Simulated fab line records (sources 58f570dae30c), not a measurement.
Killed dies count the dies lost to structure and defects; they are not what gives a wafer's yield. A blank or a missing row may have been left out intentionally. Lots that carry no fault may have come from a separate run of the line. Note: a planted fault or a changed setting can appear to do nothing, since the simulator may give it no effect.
One fault seen from 2 desks | flow berkeley cmos170 | each desk holds nothing but its own numbers, with what lay behind them at the end

FROM THE METROLOGY DESK
Lot by lot, what the gauges showed, no matter which tool ran the lot: averages of those sampled wafers that carry a number. If a lot's mean is further than 4 standard deviations from the usual mean, the lot is out of limits and carries the mark OUT (the distance appears in the brackets).
Columns: A = cd nm at UCB170_M3_CD_MEAS_15, usual 700.2 nm; B = M3_OVL at UCB170_M3_OVL_MEAS_16, usual -1 nm
lot  | first seen here | A     | B
L262 | day 9 22:04     | 700.9 | -1
L266 | day 10 21:49    | 699.1 | 3
L270 | day 11 06:52    | 700.4 | 1
L278 | day 12 04:20    | 700.6 | -2
L283 | day 13 13:34    | 699.3 | 0
L282 | day 13 13:50    | 700.8 | 8
Result from this desk: across the 6 lots, nothing is out of limits.

AT THE TOOL OWNER'S DESK: rie metal-02
The tool's own readings at UCB170_M3_METAL_ETCH_18 (etches Al in Cl2/BCl3, stops on SiO2, target depth 1170 nm, time 195 s): means of the sampled wafers that have a number, for each lot that ran on this tool. If a lot's mean is further than 4 standard deviations from the usual mean, the lot is out of limits and carries the mark OUT (the distance appears in the brackets).
Columns: A = chamber pressure mTorr at UCB170_M3_METAL_ETCH_18, usual 12.000 mTorr; B = drypump motor current A at UCB170_M3_METAL_ETCH_18, usual 6.0 A; C = oes product au at UCB170_M3_METAL_ETCH_18, usual 0.855 a.u.; D = throttle valve pct at UCB170_M3_METAL_ETCH_18, usual 24.27 %
lot  | first seen here | A                        | B   | C     | D
L266 | day 10 22:01    | 10.402 (-99 or more) OUT | 5.7 | 0.862 | 24.32
L270 | day 11 07:05    | 11.187 (-74) OUT         | 5.8 | 0.866 | 24.33
L282 | day 13 14:01    | 11.992                   | 5.8 | 0.862 | 24.31
This desk's finding: out of limits on L266, L270; first on L266, day 10 22:01 (chamber pressure mTorr at UCB170_M3_METAL_ETCH_18). L282: within limits.

ALL TOGETHER
The tool owner's desk had the chance to raise an alarm at day 10 22:01 on L266, L270.
At the metrology desk, nothing out of limits was observed.
The metrology desk holds a record of L266, L270, inside its limits.
All the named lots went through UCB170_M3_METAL_ETCH_18 on rie metal-02.

WHAT WAS PUT IN BY THE SIMULATOR
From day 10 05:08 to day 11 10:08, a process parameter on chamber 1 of rie metal-02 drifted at UCB170_M3_METAL_ETCH_18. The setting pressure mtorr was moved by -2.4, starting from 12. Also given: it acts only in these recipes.
Shown lots that were struck: L266, L270.
How many hours passed from the start of the fault until each desk's first out-of-limits reading: the tool owner's desk, 17.
